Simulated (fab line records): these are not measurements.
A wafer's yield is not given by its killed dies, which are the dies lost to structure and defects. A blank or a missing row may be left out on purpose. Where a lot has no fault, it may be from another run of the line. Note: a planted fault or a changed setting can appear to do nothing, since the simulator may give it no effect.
fab line records	flow ritCmos
record: lots: 5	wafers: 23
route steps=202 shown ACTIVE@7 GATE@84 REOX@101 NLDD@111 PLDD@122 SPACER@125 NSD@139 PSD@144 SDANNEAL@156 M1@202
startH: start of the lot's first displayed wafer, in hours after the record's first day	waitH: hours since the lot's step before	" unchanged from the row above	L1.1+2: several wafers, shown together as one row	- no value present, or no start provided	* or withheld: withheld	< > ~ a bound
route shown NAME@n: a module of which the file shows steps, and the number in the route of the first	usual: mean and standard deviation over wafers with no fault	same: alike in all rows	chamber/n: place in a boat	sites: each site's reading	_std_site: how widely they spread, as a standard deviation	_edge_site: inner sites' mean taken away from outer sites' mean	radiusMm: for every site, how far away it sits from the centre of the wafer	mask NAME#n: copy n	behind: the last tool/chamber to shape the wafer	hold: the reason the lot was held/the length of the hold in hours/how it ended	device: names the non-switching transistor (n, p or np)	end of line: at the end of the route, the tests of the same wafers	a step with no rows: only its recipe	killed: dies lost to structure and defects at the first sort, not the wafer's yield	map: dies across one wafer; x = killed, . = not, _ = none there
set.NAME: the setting that was run; set.NAME@STEP: the one run at that earlier step	model.NAME: the simulator's own value behind a step, which no gauge read
lots whose settings were changed on purpose; a table a step, a row a wafer
== steps ==
step: RIT_ACTIVE_COAT_06
recipe: resist: NOVOLAK	spinRpm: 3250	resistThkNm: 1000
lot.wafer	tool	chamber	startH	waitH	set.spinRpm	model.NOVOLAK_of_ACTIVE_COAT_06.thkNm
L074.1	lithoTrack-01	0	13.74	0.1	3250	998.5
L074.3	"	0	"	"	3250	996.8
L074.4+5	"	0	"	"	3250	999.1
L074.6	"	0	"	"	3250	1001
L077.1	lithoTrack-03	0	28.74	0.1	3467	971.4
L077.2	"	0	"	"	3250	1004
L077.3	"	0	"	"	3250	1001
L077.5	"	0	"	"	3467	971.8
L077.6	"	0	"	"	3250	1002
L078.1	lithoTrack-01	0	34.59	0.1	3250	997.4
L078.2	"	0	"	"	3250	991.2
L078.3	"	0	"	"	3250	999.6
L078.4	"	0	"	"	3250	998.6
L078.5	"	0	"	"	3250	996.2
L079.1	lithoTrack-01	0	38.74	0.1	3250	1003
L079.4+6	"	0	"	"	3250	1000
L083.1	lithoTrack-01	0	59.45	0.1	3250	1003
L083.2	"	0	"	"	3250	1001
L083.3	"	0	"	"	3021	1041
L083.5	"	0	"	"	3021	1042
L083.6	"	0	"	"	3250	1004
step: RIT_ACTIVE_HARDBAKE_12
recipe: resist: NOVOLAK	tempC: 140	timeS: 60
lot.wafer	tool	chamber	startH	waitH	set.tempC	set.spinRpm@ACTIVE_COAT_06	model.NOVOLAK_of_ACTIVE_COAT_06.thkNm
L074.1	lithoTrack-02	0	14.74	0.1	140	3250	882.5
L074.3	"	0	"	"	140	3250	880.9
L074.4	"	0	"	"	140	3250	882.9
L074.5	"	0	"	"	140	3250	883
L074.6	"	0	"	"	140	3250	884.4
L077.1	lithoTrack-01	0	29.68	0.1	140	3467	858.8
L077.2	"	0	"	"	140	3250	887
L077.3	"	0	"	"	141.4	3250	882.9
L077.5	"	0	"	"	140	3467	859.1
L077.6	"	0	"	"	141.4	3250	883.8
L078.1	lithoTrack-03	0	35.84	0.5	140	3250	881.5
L078.2	"	0	"	"	140	3250	876.1
L078.3	"	0	"	"	140	3250	883.5
L078.4	"	0	"	"	140	3250	882.5
L078.5	"	0	"	"	140	3250	880.5
L079.1	lithoTrack-03	0	39.56	0.1	140	3250	886.4
L079.4	"	0	"	"	140	3250	884.2
L079.6	"	0	"	"	140	3250	883.7
L083.1	lithoTrack-03	0	60.39	0.1	140	3250	886.5
L083.2	"	0	"	"	140	3250	884.9
L083.3	"	0	"	"	140	3021	919.7
L083.5	"	0	"	"	142	3021	917.2
L083.6	"	0	"	"	142	3250	884.3
step: RIT_GATE_CVD_08
recipe: material: poly-Si	targetThkNm: 250	tempC: 610	precursor: SiH4	timeS: 2220	pressureMtorr: 300	sih4FlowSccm: 100
lot.wafer	tool	chamber	startH	waitH	set.sih4FlowSccm	model.poly-Si_of_GATE_CVD_08.thkNm
L074.1	-	-	-	0.1	95.74	237.3
L074.3	"	-	"	"	95.74	239.5
L074.4	"	-	"	"	95.74	240.9
L074.5	"	-	"	"	95.74	238
L074.6	"	-	"	"	95.74	238.7
L077.1	-	-	-	0.1	109.8	274.7
L077.2	"	-	"	"	109.8	275.3
L077.3	"	-	"	"	109.8	274.8
L077.5	"	-	"	"	109.8	275.7
L077.6	"	-	"	"	109.8	273.9
L078.1	-	-	-	0.1	100	251.7
L078.2	"	-	"	"	100	253.1
L078.3	"	-	"	"	100	252
L078.4	"	-	"	"	100	251.9
L078.5	"	-	"	"	100	252.5
L079.1	lpcvd-02	0	58.44	0.1	100	250.2
L079.4	"	0	"	"	100	250.1
L079.6	"	0	"	"	100	249.7
L083.1	-	-	-	0.2	100	251.3
L083.2+3	"	-	"	"	100	251.8
L083.5	"	-	"	"	100	251.4
L083.6	"	-	"	"	100	250
step: RIT_GATE_THK_MEAS_09
recipe: reads: poly-Si_of_GATE_CVD_08
usual: GATE_POLY_THK: 251.0/1.8
lot.wafer	tool	chamber	startH	waitH	set.sih4FlowSccm@GATE_CVD_08	GATE_POLY_THK[nm]
L074.1	filmMetro-02	-	-	-	95.74	237.2
L074.3	"	-	"	"	95.74	239.7
L074.4	"	-	"	"	95.74	240.8
L074.5	"	-	"	"	95.74	238.0
L074.6	"	-	"	"	95.74	238.8
L077.1	filmMetro-02	-	-	-	109.8	274.9
L077.2	"	-	"	"	109.8	275.3
L077.3	"	-	"	"	109.8	274.9
L077.5	"	-	"	"	109.8	275.5
L077.6	"	-	"	"	109.8	274.1
L078.1	filmMetro-02	-	-	-	100	251.7
L078.2	"	-	"	"	100	252.9
L078.3	"	-	"	"	100	252.0
L078.4	"	-	"	"	100	251.8
L078.5	"	-	"	"	100	252.4
L079.1	filmMetro-02	-	60.09	0.0	100	250.2
L079.4	"	-	"	"	100	250.3
L079.6	"	-	"	"	100	249.7
L083.1	filmMetro-02	-	-	-	100	251.2
L083.2	"	-	"	"	100	251.9
L083.3	"	-	"	"	100	251.8
L083.5	"	-	"	"	100	251.5
L083.6	"	-	"	"	100	250.0
step: RIT_GATE_DEVELOP_15
recipe: resist: NOVOLAK	developTimeS: 50	devTempC: 23
lot.wafer	tool	chamber	startH	waitH	set.developTimeS
L074.1+4+5	lithoTrack-01	0	-	-	57.22
L074.3+6	"	0	"	"	50
L077.1+2+5	lithoTrack-02	0	-	-	56.03
L077.3+6	"	0	"	"	50
L078.1+3	lithoTrack-02	0	-	-	54.54
L078.2+4+5	"	0	"	"	50
L079.1+4+6	lithoTrack-04	0	-	-	50
L083.1+2+3+5+6	lithoTrack-01	0	-	-	50
step: RIT_GATE_ETCH_19
recipe: chemistry: SF6/CHF3/O2	timeS: 165	SF6_flow_sccm: 30	CHF3_flow_sccm: 30	O2_flow_sccm: 5	target: poly-Si	pressureMtorr: 40	rfW: 160	targetDepthA: 3125	overEtchFrac: 0.25	stopOn: SiO2
usual: oesProductAu: 0.844/0.0083
lot.wafer	tool	chamber	startH	waitH	set.timeS	set.sih4FlowSccm@GATE_CVD_08	oesProductAu	model.etch.depthNm	model.GATE.featureDepthNm	model.NOVOLAK_of_GATE_COAT_11.thkNm
L074.1	rieSi-02	0	40.64	0.1	157.8	95.74	0.835	237.3	237.3	666.2
L074.3	"	2	"	"	165	95.74	0.822	239.5	239.5	659
L074.4	"	3	"	"	165	95.74	0.811	240.9	240.9	663.2
L074.5	"	0	"	"	165	95.74	0.813	238	238	660.7
L074.6	"	3	"	"	157.8	95.74	0.828	238.7	238.7	666.6
L077.1	rieSi-01	3	53.35	0.1	165	109.8	0.895	274.7	274.7	666.3
L077.2	"	0	"	"	165	109.8	0.909	275.3	275.3	665.3
L077.3	"	1	"	"	151	109.8	0.961	274.8	274.8	673.2
L077.5	"	2	"	"	151	109.8	0.958	275.7	275.7	673.6
L077.6	"	3	"	"	165	109.8	0.891	273.9	273.9	667.5
L078.1	rieSi-02	3	58.05	0.1	165	100	0.834	251.7	251.7	659.1
L078.2	"	2	"	"	148.9	100	0.920	253.1	253.1	670.2
L078.3	"	0	"	"	165	100	0.844	252	252	658.7
L078.4	"	1	"	"	165	100	0.859	251.9	251.9	663.2
L078.5	"	0	"	"	148.9	100	0.913	252.5	252.5	668.8
L079.1	rieSi-01	2	61.30	0.1	165	100	0.830	250.2	250.2	660.7
L079.4	"	1	"	"	165	100	0.850	250.1	250.1	658.5
L079.6	"	0	"	"	165	100	0.853	249.7	249.7	659.2
L083.1	rieSi-01	1	83.46	0.1	165	100	0.839	251.3	251.3	659.2
L083.2	"	3	"	"	172.9	100	0.837	251.8	251.8	658.6
L083.3	"	0	"	"	165	100	0.853	251.8	251.8	663
L083.5	"	2	"	"	172.9	100	0.846	251.4	251.4	653.8
L083.6	"	3	"	"	172.9	100	0.837	250	250	658.6
step: RIT_REOX_OXIDATION_03
recipe: tempC: 900	ambient: O2	targetThkA: 252	oxTimeS: 5580
lot.wafer	tool	chamber	startH	waitH	set.tempC	set.sih4FlowSccm@GATE_CVD_08	model.poly-Si_of_GATE_CVD_08.thkNm	model.SiO2_of_REOX_OXIDATION_03.thkNm
L074.1	-	-	-	0.4	875.4	95.74	223.1	19.23
L074.3	"	-	"	"	875.4	95.74	225.2	19.68
L074.4	"	-	"	"	875.4	95.74	226.6	20
L074.5	"	-	"	"	875.4	95.74	223.8	19.83
L074.6	"	-	"	"	875.4	95.74	224.5	19.82
L077.1	-	-	-	0.0	900	109.8	257.6	25.46
L077.2	"	-	"	"	900	109.8	258.2	25.48
L077.3	"	-	"	"	900	109.8	257.7	25.02
L077.5	"	-	"	"	900	109.8	258.5	25.68
L077.6	"	-	"	"	900	109.8	256.7	25.61
L078.1	-	-	-	0.0	900	100	234.6	25.18
L078.2	"	-	"	"	900	100	236	25.11
L078.3	"	-	"	"	900	100	234.9	25.28
L078.4	"	-	"	"	900	100	234.8	24.96
L078.5	"	-	"	"	900	100	235.4	25.39
L079.1	furnace-02	0	62.13	0.0	900	100	233.2	25.47
L079.4	"	0	"	"	900	100	233.1	25.69
L079.6	"	0	"	"	900	100	232.7	25.21
L083.1	-	-	-	0.0	909.8	100	232.9	27.9
L083.2	"	-	"	"	909.8	100	233.4	27.67
L083.3	"	-	"	"	909.8	100	233.4	27.71
L083.5	"	-	"	"	909.8	100	233	28
L083.6	"	-	"	"	909.8	100	231.6	28.19
step: RIT_REOX_THK_MEAS_04
recipe: reads: SiO2_of_REOX_OXIDATION_03
usual: REOX_OXIDE_THK: 25.34/0.27
lot.wafer	tool	chamber	startH	waitH	set.tempC@REOX_OXIDATION_03	REOX_OXIDE_THK[nm]
L074.1	filmMetro-04	-	-	-	875.4	19.27
L074.3	"	-	"	"	875.4	19.74
L074.4	"	-	"	"	875.4	20.00
L074.5	"	-	"	"	875.4	19.88
L074.6	"	-	"	"	875.4	19.85
L077.1	filmMetro-03	-	-	-	900	25.46
L077.2	"	-	"	"	900	25.50
L077.3	"	-	"	"	900	25.01
L077.5	"	-	"	"	900	25.66
L077.6	"	-	"	"	900	25.56
L078.1	filmMetro-01	-	-	-	900	25.20
L078.2	"	-	"	"	900	25.12
L078.3	"	-	"	"	900	25.27
L078.4	"	-	"	"	900	24.96
L078.5	"	-	"	"	900	25.34
L079.1	filmMetro-03	-	64.68	0.0	900	25.46
L079.4	"	-	"	"	900	25.74
L079.6	"	-	"	"	900	25.20
L083.1	filmMetro-01	-	-	-	909.8	27.86
L083.2	"	-	"	"	909.8	27.65
L083.3	"	-	"	"	909.8	27.71
L083.5	"	-	"	"	909.8	28.02
L083.6	"	-	"	"	909.8	28.19
step: RIT_NLDD_IMPLANT_08
recipe: species: P	energyKev: 20	doseCm2: 5e+14	tiltDeg: 7
lot.wafer	tool	chamber	startH	waitH	set.doseCm2
L074.1+3+5	implanter-02	0	45.68	0.1	5e+14
L074.4+6	"	0	"	"	4.844e+14
L077.1+3+6	implanter-01	0	58.19	0.1	5e+14
L077.2+5	"	0	"	"	5.109e+14
L078.1+2+5	implanter-01	0	62.59	0.1	5.192e+14
L078.3+4	"	0	"	"	5e+14
L079.1+4+6	implanter-01	0	65.95	0.1	5e+14
L083.1+5	implanter-02	0	88.00	0.1	5e+14
L083.2+3+6	"	0	"	"	5.201e+14
step: RIT_PLDD_IMPLANT_08
recipe: species: BF2	energyKev: 20	doseCm2: 9e+14	tiltDeg: 7
lot.wafer	tool	chamber	startH	waitH	set.energyKev	model.implant.rpNm	model.implant.drpNm
L074.1+4+6	implanter-02	0	47.10	0.1	20	17.03	9.752
L074.3+5	"	0	"	"	19.07	16.41	9.431
L077.1+2+3	implanter-04	0	59.61	0.1	20.75	18.21	10.01
L077.5+6	"	0	"	"	20	17.7	9.752
L078.1+2+3	implanter-02	0	64.14	0.1	19.44	17.02	9.559
L078.4+5	"	0	"	"	20	17.4	9.752
L079.1+4+6	implanter-01	0	67.59	0.1	20	17.2	9.752
L083.1+5+6	implanter-04	0	89.54	0.1	19.56	17.06	9.6
L083.2+3	"	0	"	"	20	17.36	9.752
step: RIT_PLDD_STRIP_09
recipe: chemistry: O2	timeS: 180	resist: NOVOLAK	platenTempC: withheld	powerW: 500	pressureMtorr: 4000	o2FlowSccm: 4000
step: RIT_SPACER_CLEAN_00
recipe: chemistry: SC1	mix: 3:3:50	timeS: 600	tempC: 75
lot.wafer	tool	chamber	startH	waitH	set.tempC@REOX_OXIDATION_03	model.SiO2_of_REOX_OXIDATION_03.thkNm
L074.1	wetBench-02	0	47.49	0.1	875.4	17.71
L074.3	"	0	"	"	875.4	18.14
L074.4	"	0	"	"	875.4	18.42
L074.5	"	0	"	"	875.4	18.25
L074.6	"	0	"	"	875.4	18.26
L077.1	wetBench-01	0	60.00	0.1	900	23.49
L077.2	"	0	"	"	900	23.52
L077.3	"	0	"	"	900	23.12
L077.5	"	0	"	"	900	23.71
L077.6	"	0	"	"	900	23.63
L078.1	wetBench-01	3	64.52	0.1	900	23.25
L078.2	"	3	"	"	900	23.21
L078.3	"	3	"	"	900	23.35
L078.4	"	3	"	"	900	23.05
L078.5	"	3	"	"	900	23.45
L079.1	wetBench-01	2	67.97	0.1	900	23.52
L079.4	"	2	"	"	900	23.72
L079.6	"	2	"	"	900	23.28
L083.1	wetBench-02	0	89.93	0.1	909.8	25.79
L083.2	"	0	"	"	909.8	25.57
L083.3	"	0	"	"	909.8	25.61
L083.5	"	0	"	"	909.8	25.88
L083.6	"	0	"	"	909.8	26.05
step: RIT_NSD_IMPLANT_08
recipe: species: P	energyKev: 25	doseCm2: 1e+15	tiltDeg: 7
lot.wafer	tool	chamber	startH	waitH	set.doseCm2
L074.1+3+4	implanter-04	0	51.14	0.1	1e+15
L074.5+6	"	0	"	"	1.066e+15
L077.1+3+5	implanter-04	0	64.51	0.1	1.039e+15
L077.2+6	"	0	"	"	1e+15
L078.1+3+4	implanter-03	0	68.21	0.1	1e+15
L078.2+5	"	0	"	"	9.722e+14
L079.1+4+6	implanter-02	0	71.67	0.1	1e+15
L083.1+2+3	implanter-03	0	95.31	0.1	9.586e+14
L083.5+6	"	0	"	"	1e+15
step: RIT_PSD_SOFTBAKE_02
recipe: resist: NOVOLAK	tempC: 90	timeS: 60
lot.wafer	tool	chamber	startH	waitH	set.tempC
L074.1+3+4+5+6	lithoTrack-04	0	51.92	0.1	90
L077.1+6	lithoTrack-01	0	65.20	0.1	91.87
L077.2+3+5	"	0	"	"	90
L078.1+2	lithoTrack-02	0	68.90	0.1	92.08
L078.3+4+5	"	0	"	"	90
L079.1+4+6	lithoTrack-01	0	72.53	0.1	90
L083.1+2+5	lithoTrack-04	0	95.99	0.1	93.46
L083.3+6	"	0	"	"	90
step: RIT_PSD_EXPOSE_03
recipe: maskId: M10	na: 0.57	targetCdNm: 40900	doseMj: 250
step: RIT_PSD_PEB_04
recipe: resist: NOVOLAK	tempC: withheld	timeS: withheld
step: RIT_SDANNEAL_RTA_03
recipe: tempC: 1050	timeS: 4.907	idleTempC: 600	rampUpCPerS: 342	rampDownCPerS: 171	coolToC: 600	ambient: N2
step: RIT_SDANNEAL_RS_MEAS_05
recipe: thkMeasGauge: four-point-probe
usual: NSD_RS: 84.72/0.27
lot.wafer	tool	chamber	startH	waitH	set.doseCm2@NSD_IMPLANT_08	NSD_RS[ohm/sq]
L074.1	filmMetro-01	-	53.75	0.1	1e+15	84.44
L074.3	"	-	"	"	1e+15	84.55
L074.4	"	-	"	"	1e+15	84.53
L074.5	"	-	"	"	1.066e+15	80.64
L074.6	"	-	"	"	1.066e+15	80.59
L077.1	filmMetro-01	-	66.99	0.1	1.039e+15	82.37
L077.2	"	-	"	"	1e+15	84.70
L077.3	"	-	"	"	1.039e+15	82.03
L077.5	"	-	"	"	1.039e+15	82.41
L077.6	"	-	"	"	1e+15	84.73
L078.1	filmMetro-02	-	70.56	0.1	1e+15	84.69
L078.2	"	-	"	"	9.722e+14	86.92
L078.3	"	-	"	"	1e+15	84.63
L078.4	"	-	"	"	1e+15	84.71
L078.5	"	-	"	"	9.722e+14	86.64
L079.1	filmMetro-02	-	74.21	0.1	1e+15	84.79
L079.4	"	-	"	"	1e+15	84.80
L079.6	"	-	"	"	1e+15	84.93
L083.1	filmMetro-02	-	97.79	0.1	9.586e+14	87.57
L083.2	"	-	"	"	9.586e+14	87.69
L083.3	"	-	"	"	9.586e+14	87.73
L083.5	"	-	"	"	1e+15	84.65
L083.6	"	-	"	"	1e+15	84.42
step: RIT_SDANNEAL_RS_MEAS_06
recipe: thkMeasGauge: four-point-probe
usual: PLDD_RS: 178.8/0.4
lot.wafer	tool	chamber	startH	waitH	set.energyKev@PLDD_IMPLANT_08	PLDD_RS[ohm/sq]
L074.1	filmMetro-01	-	53.87	0.1	20	178.8
L074.3	"	-	"	"	19.07	182.5
L074.4	"	-	"	"	20	179.8
L074.5	"	-	"	"	19.07	182.0
L074.6	"	-	"	"	20	179.2
L077.1	filmMetro-01	-	67.11	0.1	20.75	176.8
L077.2	"	-	"	"	20.75	177.1
L077.3	"	-	"	"	20.75	177.1
L077.5	"	-	"	"	20	179.2
L077.6	"	-	"	"	20	179.4
L078.1	filmMetro-02	-	70.68	0.1	19.44	180.5
L078.2	"	-	"	"	19.44	180.7
L078.3	"	-	"	"	19.44	180.4
L078.4	"	-	"	"	20	178.8
L078.5	"	-	"	"	20	178.6
L079.1	filmMetro-02	-	74.33	0.1	20	179.1
L079.4	"	-	"	"	20	178.9
L079.6	"	-	"	"	20	178.5
L083.1	filmMetro-02	-	97.91	0.1	19.56	179.6
L083.2	"	-	"	"	20	178.5
L083.3	"	-	"	"	20	179.0
L083.5	"	-	"	"	19.56	179.8
L083.6	"	-	"	"	19.56	180.2
step: RIT_SDANNEAL_RS_MEAS_07
recipe: thkMeasGauge: four-point-probe
usual: NLDD_RS: 151.7/0.51
lot.wafer	tool	chamber	startH	waitH	set.doseCm2@NLDD_IMPLANT_08	NLDD_RS[ohm/sq]
L074.1	filmMetro-01	-	53.99	0.1	5e+14	151.7
L074.3	"	-	"	"	5e+14	151.8
L074.4	"	-	"	"	4.844e+14	156.4
L074.5	"	-	"	"	5e+14	151.8
L074.6	"	-	"	"	4.844e+14	156.6
L077.1	filmMetro-01	-	67.23	0.1	5e+14	151.9
L077.2	"	-	"	"	5.109e+14	148.9
L077.3	"	-	"	"	5e+14	151.9
L077.5	"	-	"	"	5.109e+14	149.1
L077.6	"	-	"	"	5e+14	151.7
L078.1	filmMetro-02	-	70.80	0.1	5.192e+14	146.5
L078.2	"	-	"	"	5.192e+14	146.6
L078.3	"	-	"	"	5e+14	151.2
L078.4	"	-	"	"	5e+14	151.2
L078.5	"	-	"	"	5.192e+14	146.9
L079.1	filmMetro-02	-	74.45	0.1	5e+14	152.0
L079.4	"	-	"	"	5e+14	152.2
L079.6	"	-	"	"	5e+14	152.4
L083.1	filmMetro-02	-	98.03	0.1	5e+14	151.2
L083.2	"	-	"	"	5.201e+14	146.4
L083.3	"	-	"	"	5.201e+14	146.6
L083.5	"	-	"	"	5e+14	151.7
L083.6	"	-	"	"	5.201e+14	146.4
step: RIT_M1_PROBE_99
lot.wafer	tool	chamber	startH	waitH	set.developTimeS@GATE_DEVELOP_15	model.etest.nmos_0p15.driveUaUm	model.etest.nmos_0p15.rOnOhmUm	model.etest.nmos_0p3.rOnOhmUm	model.etest.nmosTurned.driveUaUm	model.etest.pmos_0p15.driveUaUm	model.etest.pmos_0p15.rOnOhmUm	model.etest.pmos_0p3.rOnOhmUm	model.etest.pmosTurned.rOnOhmUm
L074.1	prober-02	-	61.02	0.1	57.22	622.7	869.7	1889	506.3	383.6	1924	5398	2378
L074.3	prober-02	-	61.12	0.2	50	509	1026	2057	422.4	286.7	2499	5991	2925
L074.4	prober-02	-	61.17	0.2	57.22	643.1	886.2	1907	508.7	390.5	1904	5389	2338
L074.5	prober-02	-	61.22	0.2	57.22	649	848.6	1853	523	373.1	1989	5444	2431
L074.6	prober-02	-	61.27	0.2	50	507.1	1023	2028	415.9	290.9	2436	5896	2867
L077.1	prober-02	-	74.18	0.1	56.03	565.6	984.8	2035	316.8	339.3	2172	5642	2974
L077.2	prober-02	-	74.23	0.1	56.03	571	1002	2084	321.4	336.9	2184	5810	3003
L077.3	prober-02	-	74.28	0.2	50	463.1	1135	2200	285.8	269.4	2624	6143	3400
L077.5	prober-02	-	74.38	0.2	56.03	561.8	987.8	2053	316.7	319.6	2273	5911	3164
L077.6	prober-02	-	74.43	0.2	50	460.4	1138	2216	277.1	259.3	2698	6248	3546
L078.1	prober-01	-	78.02	0.1	54.54	541.4	1038	2050	352.6	301.1	2438	5797	3135
L078.2	prober-01	-	78.07	0.1	50	480.6	1141	2181	323.1	261.1	2738	6195	3434
L078.3	prober-01	-	78.12	0.2	54.54	544.6	1052	2054	347.7	305.3	2415	5812	3092
L078.4	prober-01	-	78.17	0.2	50	471.5	1142	2141	321	269.5	2655	6079	3292
L078.5	prober-01	-	78.22	0.2	50	469.1	1156	2168	316.9	263.2	2726	6164	3404
L079.1	prober-02	-	81.74	0.1	50	468.1	1097	2144	332.6	246.1	2874	6343	3557
L079.4	prober-02	-	81.89	0.2	50	460.8	1151	2157	322.8	248.7	2885	6298	3572
L079.6	prober-02	-	81.99	0.2	50	472.9	1107	2130	333.9	255.7	2795	6164	3450
L083.1	prober-02	-	105.54	0.1	50	421.2	1248	2336	233.4	226	3110	6767	4146
L083.2	prober-02	-	105.59	0.1	50	431.5	1268	2328	252.6	230.9	3073	6612	4013
L083.3	prober-02	-	105.64	0.2	50	430	1246	2291	247.5	231.7	3078	6564	3999
L083.5	prober-02	-	105.74	0.2	50	421.8	1281	2308	231.8	224	3184	6696	4233
L083.6	prober-02	-	105.79	0.2	50	440.6	1223	2249	243.4	230.5	3073	6506	4135
killed by level:class
L079.1 GATE:geometricParticle:open=2 GATE:geometricParticle:short=2 SPACER:geometricParticle:open=1 SPACER:geometricParticle:short=1 SILICIDE:geometricParticle:short=1
L079.4 GATE:geometricParticle:open=3 REOX:geometricParticle:open=2 REOX:geometricParticle:short=2 FOX1:geometricParticle:open=1 GATE:geometricParticle:short=1 SPACER:geometricParticle:open=1
L079.6 REOX:geometricParticle:short=2 SPACER:geometricParticle:short=2 FOX1:geometricParticle:open=1
== key ==
split: step: RIT_ACTIVE_COAT_06	setting: spinRpm	stated: 3250	by: wafer
response: step: RIT_ACTIVE_COAT_06	reading: model.NOVOLAK_of_ACTIVE_COAT_06.thkNm	change: -5.07	per: 1%	r: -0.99
response: step: RIT_ACTIVE_HARDBAKE_12	reading: model.NOVOLAK_of_ACTIVE_COAT_06.thkNm	change: -4.3	per: 1%	r: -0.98
split: step: RIT_ACTIVE_HARDBAKE_12	setting: tempC	stated: 140	by: wafer
response none clear
split: step: RIT_GATE_CVD_08	setting: sih4FlowSccm	stated: 100	by: lot
response: step: RIT_GATE_CVD_08	reading: model.poly-Si_of_GATE_CVD_08.thkNm	change: +2.51	per: 1%	r: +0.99
response: step: RIT_GATE_THK_MEAS_09	reading: GATE_POLY_THK	change: +2.52	per: 1%	r: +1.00
response: step: RIT_GATE_ETCH_19	reading: model.etch.depthNm	change: +2.51	per: 1%	r: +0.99
response: step: RIT_GATE_ETCH_19	reading: model.GATE.featureDepthNm	change: +2.51	per: 1%	r: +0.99
response: step: RIT_REOX_OXIDATION_03	reading: model.poly-Si_of_GATE_CVD_08.thkNm	change: +2.38	per: 1%	r: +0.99
split: step: RIT_GATE_DEVELOP_15	setting: developTimeS	stated: 50	by: wafer
response: step: RIT_M1_PROBE_99	reading: model.etest.pmos_0p3.rOnOhmUm	change: -36	per: 1%	r: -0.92
response: step: RIT_M1_PROBE_99	reading: model.etest.pmos_0p15.rOnOhmUm	change: -35.8	per: 1%	r: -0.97
response: step: RIT_M1_PROBE_99	reading: model.etest.pmosTurned.rOnOhmUm	change: -34.2	per: 1%	r: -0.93
response: step: RIT_M1_PROBE_99	reading: model.etest.nmos_0p15.rOnOhmUm	change: -11.3	per: 1%	r: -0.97
response: step: RIT_M1_PROBE_99	reading: model.etest.nmos_0p3.rOnOhmUm	change: -11.8	per: 1%	r: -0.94
response: step: RIT_M1_PROBE_99	reading: model.etest.nmos_0p15.driveUaUm	change: +8.63	per: 1%	r: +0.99
response: step: RIT_M1_PROBE_99	reading: model.etest.pmos_0p15.driveUaUm	change: +5.77	per: 1%	r: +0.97
response: step: RIT_M1_PROBE_99	reading: model.etest.nmosTurned.driveUaUm	change: +4.73	per: 1%	r: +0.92
split: step: RIT_GATE_ETCH_19	setting: timeS	stated: 165	by: wafer
response: step: RIT_GATE_ETCH_19	reading: oesProductAu	change: -0.00625	per: 1%	r: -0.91
response: step: RIT_GATE_ETCH_19	reading: model.NOVOLAK_of_GATE_COAT_11.thkNm	change: -0.919	per: 1%	r: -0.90
split: step: RIT_REOX_OXIDATION_03	setting: tempC	stated: 900	by: lot
response: step: RIT_REOX_OXIDATION_03	reading: model.SiO2_of_REOX_OXIDATION_03.thkNm	change: +2.12	per: 1%	r: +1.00
response: step: RIT_REOX_THK_MEAS_04	reading: REOX_OXIDE_THK	change: +2.1	per: 1%	r: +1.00
response: step: RIT_SPACER_CLEAN_00	reading: model.SiO2_of_REOX_OXIDATION_03.thkNm	change: +1.97	per: 1%	r: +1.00
split: step: RIT_NLDD_IMPLANT_08	setting: doseCm2	stated: 5e+14	by: wafer
response: step: RIT_SDANNEAL_RS_MEAS_07	reading: NLDD_RS	change: -1.28	per: 1%	r: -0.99
split: step: RIT_PLDD_IMPLANT_08	setting: energyKev	stated: 20	by: wafer
response: step: RIT_PLDD_IMPLANT_08	reading: model.implant.rpNm	change: +0.135	per: 1%	r: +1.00
response: step: RIT_PLDD_IMPLANT_08	reading: model.implant.drpNm	change: +0.0687	per: 1%	r: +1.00
response: step: RIT_SDANNEAL_RS_MEAS_06	reading: PLDD_RS	change: -0.626	per: 1%	r: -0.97
split: step: RIT_NSD_IMPLANT_08	setting: doseCm2	stated: 1e+15	by: wafer
response: step: RIT_SDANNEAL_RS_MEAS_05	reading: NSD_RS	change: -0.646	per: 1%	r: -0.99
split: step: RIT_PSD_SOFTBAKE_02	setting: tempC	stated: 90	by: wafer
response none clear
